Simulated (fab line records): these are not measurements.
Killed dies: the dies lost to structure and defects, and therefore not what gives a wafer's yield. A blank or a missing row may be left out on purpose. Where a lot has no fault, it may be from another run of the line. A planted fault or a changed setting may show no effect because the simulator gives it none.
Which tool was responsible? | flow rit_cmos | Sampling: 14 lots, 42 wafers, 2 of 202 route steps

== WHAT EACH GAUGE READ, for each wafer ==
RIT_FOX1_THK_MEAS_01. Usual: for FOX1_OXIDE_THK the level is 351 nm and the standard deviation is 5.3.
lot  | measured    | on            | FOX1_OXIDE_THK (nm) | flag
L707 | day 1 19:48 | film_metro-02 | 342 343 344         |
L708 | day 2 01:37 | film_metro-04 | 350 353 345         |
L709 | day 2 08:31 | film_metro-02 | 347 347 343         |
L711 | day 2 16:48 | film_metro-02 | 358 353 356         |
L712 | day 2 20:05 | film_metro-04 | 350 350 350         |
L714 | day 3 14:28 | film_metro-02 | 346 344 350         |
L715 | day 3 14:28 | film_metro-04 | 351 349 339         |
L718 | day 4 06:34 | film_metro-04 | 350 355 352         |
L719 | day 4 15:11 | film_metro-02 | 350 351 350         |
L720 | day 4 15:12 | film_metro-04 | 356 362 354         |
L721 | day 4 22:18 | film_metro-02 | 394 395 399         | OFF
L722 | day 5 02:00 | film_metro-04 | 401 397 396         | OFF
L724 | day 5 09:28 | film_metro-02 | 355 360 355         |
L725 | day 5 17:55 | film_metro-04 | 350 346 345         |

== EACH LOT AND THE TOOL THAT RAN IT (in order: tool; ch and the chambers of the sampled wafers; start) ==
lot  | RIT_FOX1_OXIDATION_00
L707 | furnace-04 ch 0, day 1 18:29
L708 | furnace-01 ch 0, day 2 00:17
L709 | furnace-03 ch 0, day 2 07:10
L711 | furnace-01 ch 0, day 2 15:29
L712 | furnace-03 ch 0, day 2 18:45
L714 | furnace-04 ch 0, day 3 13:08
L715 | furnace-04 ch 0, day 3 13:08
L718 | furnace-03 ch 0, day 4 05:14
L719 | furnace-03 ch 0, day 4 13:52
L720 | furnace-03 ch 0, day 4 13:52
L721 | furnace-03 ch 0, day 4 20:59
L722 | furnace-03 ch 0, day 5 00:41
L724 | furnace-01 ch 0, day 5 08:08
L725 | furnace-04 ch 0, day 5 16:36
- RIT_FOX1_OXIDATION_00: target thk 350.7 nm, ox time 1130 s.

== WHAT THE TOOLS THEMSELVES READ (means of the sampled wafers that have a number; where no wafer has one, the mark that the record gives instead) ==
RIT_FOX1_OXIDATION_00. Usual: spike_tc_centre_C 1102.4 C, standard deviation 1.7; spike_tc_load_C 1128 C, standard deviation 3.1; spike_tc_source_C 1127 C, standard deviation 3.6; tube_center_temp_C 1100 C, standard deviation 0.097; tube_center_temp_C_max 1102.8, standard deviation 0.44.
lot  | tool       | spike_tc_centre_C (C) | spike_tc_load_C (C) | spike_tc_source_C (C) | tube_center_temp_C (C) | tube_center_temp_C_max | flag
L707 | furnace-04 | 1099.4                | 1128                | 1130                  | 1100                   | 1102.8                 |
L708 | furnace-01 | 1102.3                | 1122                | 1120                  | 1100                   | 1102.6                 |
L709 | furnace-03 | 1103.4                | 1130                | 1128                  | 1100                   | 1102.8                 |
L711 | furnace-01 | 1102.4                | 1123                | 1120                  | 1100                   | 1102.5                 |
L712 | furnace-03 | 1103.2                | 1129                | 1128                  | 1100                   | 1102.4                 |
L714 | furnace-04 | 1100.6                | 1128                | 1128                  | 1100                   | 1102.6                 |
L715 | furnace-04 | 1100.0                | 1128                | 1130                  | 1100                   | 1103.1                 |
L718 | furnace-03 | 1104.3                | 1129                | 1128                  | 1100                   | 1102.5                 |
L719 | furnace-03 | 1103.6                | 1130                | 1129                  | 1100                   | 1102.8                 |
L720 | furnace-03 | 1103.8                | 1130                | 1128                  | 1100                   | 1102.6                 |
L721 | furnace-03 | 1128.9                | 1156                | 1153                  | 1125                   | 1127.5                 | OFF
L722 | furnace-03 | 1128.0                | 1155                | 1155                  | 1125                   | 1127.9                 | OFF
L724 | furnace-01 | 1102.8                | 1123                | 1120                  | 1100                   | 1102.8                 |
L725 | furnace-04 | 1100.3                | 1129                | 1129                  | 1100                   | 1102.3                 |

== THE ANSWER, worked out from the rows above alone ==
Rule: lot off if the mean of its wafers having a number is beyond 3 standard deviations from the usual mean. Also off: a lot with no number at a reading for which 4 or more lots have one. Where the step has rows for the other lots, those lots are counted as sound. First the gauges in route order, then the tools' own readings, where a lot's mean is used as printed above. The first step at which some lot is off is used, and at that step the reading that is off furthest; a lot without a number counts as furthest.
Off: L721, L722, seen at RIT_FOX1_THK_MEAS_01 (FOX1_OXIDE_THK).
If a tool, at a process step before that reading, ran all the lots that are off and no sound lot after the first of them, it fits. The gauges at RIT_FOX1_THK_MEAS_01 aren't tried: what is off there is off at RIT_FOX1_OXIDATION_00 too, on other tools, and a gauge's error can't cause that. One fits: furnace-03 at RIT_FOX1_OXIDATION_00. Its last sound lot is L719 (day 4 13:52), its first lot that is off L721 (day 4 20:59): a fault that began between those two fits.
The tool's own readings at RIT_FOX1_OXIDATION_00 bear it out: on the lots that are off they differ by more than 5 times the standard deviation of the sound lots' means. spike_tc_centre_C reads 1128.5 C there against 1102.2 C on the sound lots; spike_tc_load_C reads 1156 C there against 1127 C on the sound lots; spike_tc_source_C reads 1154 C there against 1126 C on the sound lots; tube_center_temp_C reads 1125 C there against 1100 C on the sound lots; tube_center_temp_C_max reads 1127.7 there against 1102.6 on the sound lots.

== WHAT WAS PUT IN BY THE SIMULATOR ==
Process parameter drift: furnace-03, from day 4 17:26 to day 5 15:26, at RIT_FOX1_OXIDATION_00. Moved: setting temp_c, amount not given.
Shown lots that were struck: L721, L722. The rule above found the same.
